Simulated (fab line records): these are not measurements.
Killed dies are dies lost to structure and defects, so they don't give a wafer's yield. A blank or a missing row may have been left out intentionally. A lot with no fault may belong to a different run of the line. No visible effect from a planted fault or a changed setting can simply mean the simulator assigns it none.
8D (eight disciplines) problem report, filled in by code | flow berkeley_cmos170 | the parts of the form that need people (team, actions taken, sign-off) are left out

## 1. THE PROBLEM
bias_w at UCB170_M3_METAL_ETCH_18 reads a mean of 125.1 W on 3 wafers of 2 lots; wafers without a fault read 120.0 W with a standard deviation of 0.39. That is +13 standard deviations from the usual mean.
The step: etches Al in Cl2/BCl3, stops on SiO2, target depth 1170 nm, time 195 s.
First seen on wafer L736.4, day 11 15:26, on rie_metal-01. Wafers with a number at this step in the record: 42, from 14 lots. Rule for "out" (also "out of limits"): further than 4 standard deviations from the usual mean. Any other wafer with a number is counted as sound.

## 2. WHAT THIS IS AND IS NOT
question                    | is                     | is not
which readings at this step | bias_w                 | bcl3_flow_sccm, drypump_motor_current_A, oes_product_au, rf_fwd_power_W, throttle_valve_pct
which lots                  | L736, L739             | L718, L719, L720, L721, L722, L724, L725, L727, L728, L729, L731, L732
which wafers of those lots  | L736.4, L736.5, L739.6 | L736.3, L739.2, L739.5
read on which tools         | rie_metal-01           | rie_metal-04
when                        | from day 11 15:26      | up to then (37 sound wafers); but 2 sound wafers of L739 came after

## 3. THE SUSPECTS, EACH WITH WHAT RULES IT OUT
Counting: a tool at a process step up to the reading stays a suspect if it ran every lot that is out. Sound lots after the first of them don't rule it out here, since some wafers of a struck lot are sound.
- plasma_asher-02 at UCB170_M2_STRIP_19 (strips in O2): kept. It processed each lot that is out (first: L736, day 11 09:13); up to then, its last sound lot is L724 (day 9 03:52).
- rie_metal-01 at UCB170_M3_METAL_ETCH_18 (etches Al in Cl2/BCl3, stops on SiO2, target depth 1170 nm, time 195 s): kept. It processed each lot that is out (first: L736, day 11 15:26); up to then, its last sound lot is L732 (day 11 04:34). Out on those wafers are its own readings of bias_w.
- The sound lot-mates ran in chamber 1 of rie_metal-01 at UCB170_M3_METAL_ETCH_18, but the wafers that are out ran in chamber 0.
Left after counting: plasma_asher-02 at UCB170_M2_STRIP_19, rie_metal-01 at UCB170_M3_METAL_ETCH_18.

## 4. THE CAUSE (what the simulator had put in)
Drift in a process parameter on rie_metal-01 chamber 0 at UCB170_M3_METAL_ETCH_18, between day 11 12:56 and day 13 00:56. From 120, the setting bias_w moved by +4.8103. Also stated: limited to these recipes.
2 suspects survive the count, and this tool is in that group.

## 5. THE CHAIN OF EFFECTS, in route order
One row per reading whose mean, taken over the struck wafers that have a number, lies over 3 standard deviations from the usual. Scope: only readings with a usual standard deviation given in the record; hours: median across lots of the time from each lot's start at the first step in this table that gives one to its start at this step; sigmas: change in usual standard deviations.
hours | step                    | reading | usual   | on struck wafers | change | sigmas
0     | UCB170_M3_METAL_ETCH_18 | bias_w  | 120.0 W | 125.1            | +5.1   | +13
Process steps it contains:
- UCB170_M3_METAL_ETCH_18: etches Al in Cl2/BCl3, stops on SiO2, target depth 1170 nm, time 195 s.

## 6. HOW IT WOULD HAVE BEEN CAUGHT EARLIER
The fault began at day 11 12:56; the first out-of-limits reading in this record came at day 11 15:26, 3 hours later.
